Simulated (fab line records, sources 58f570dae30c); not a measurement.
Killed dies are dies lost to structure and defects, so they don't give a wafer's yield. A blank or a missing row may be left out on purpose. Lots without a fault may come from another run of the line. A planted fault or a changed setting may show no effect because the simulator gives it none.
Problem report in the 8D (eight disciplines) form, filled by code | flow berkeley_cmos170 | the parts of the form that need people (team, actions taken, sign-off) are left out

1. THE PROBLEM
tube_center_temp_C at UCB170_WELLDRIVE_ANNEAL_03 reads a mean of 1150 C on 6 wafers of 2 lots; wafers without a fault read 1100 C with a standard deviation of 0.1. That is +99 or more standard deviations from the usual mean.
The step: time 900 s.
First seen on wafer L373.2, day 5 00:00, on furnace-01. The record holds 18 wafers of 6 lots with a number at this step. Rule for "out", or "out of limits": more than 4 standard deviations from the usual mean. The other wafers with a number count as sound.

2. WHAT IT IS AND WHAT IT IS NOT
question                    | is                                                                                                                       | is not
which readings at this step | tube_center_temp_C, spike_tc_centre_C, spike_tc_load_C, spike_tc_source_C, tube_center_temp_C_max, zone_power_source_pct | -
which lots                  | L373, L374                                                                                                               | L372, L381, L387, L390
which wafers of those lots  | all that have a number                                                                                                   | -
read on which tools         | furnace-01                                                                                                               | furnace-04
when                        | from day 5 00:00                                                                                                         | up to then (3 sound wafers); but 9 sound wafers of L381, L387, L390 came after

3. SUSPECTS, AND WHAT RULES EACH OUT
Counting: a tool at a process step up to the reading stays a suspect if it ran every lot that is out and no sound lot after the first of them.
- furnace-01 at UCB170_WELLDRIVE_ANNEAL_03 (time 900 s): ruled out as a lasting fault. Sound lots L390 ran on it after its first lot that is out, L373 (day 5 00:00).
Left after counting: nothing in the record.

4. THE CAUSE (what the simulator had put in)
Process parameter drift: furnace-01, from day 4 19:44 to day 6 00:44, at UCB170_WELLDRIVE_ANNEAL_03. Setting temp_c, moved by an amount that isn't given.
Counting ruled it out, wrongly.

5. THE CHAIN OF EFFECTS, in route order
Each row: a reading whose mean over the struck wafers that have a number lies more than 3 standard deviations from the usual. Only readings for which the record gives a usual standard deviation are gone through. hours: the time from each lot's start at the first step in this table that gives one to its start at this step, as a median over the lots. sigmas: the change in usual standard deviations.
hours | step                       | reading                | usual    | on struck wafers | change | sigmas
0     | UCB170_WELLDRIVE_ANNEAL_03 | spike_tc_centre_C      | 1102.2 C | 1152.5           | +50.3  | +42
0     | UCB170_WELLDRIVE_ANNEAL_03 | spike_tc_load_C        | 1127.1 C | 1180.1           | +53.0  | +18
0     | UCB170_WELLDRIVE_ANNEAL_03 | spike_tc_source_C      | 1124.4 C | 1173.8           | +49.3  | +26
0     | UCB170_WELLDRIVE_ANNEAL_03 | tube_center_temp_C     | 1100 C   | 1150             | +50    | +99 or more
0     | UCB170_WELLDRIVE_ANNEAL_03 | tube_center_temp_C_max | 1102.9   | 1152.8           | +49.9  | +99 or more
0     | UCB170_WELLDRIVE_ANNEAL_03 | zone_power_source_pct  | 47.7 %   | 53.5             | +5.8   | +5.3
The process steps in it:
- UCB170_WELLDRIVE_ANNEAL_03: time 900 s.

6. WHAT WOULD HAVE CAUGHT IT SOONER
In this record the first reading out of limits was taken at day 5 00:00, 4 hours after the fault began at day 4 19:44.
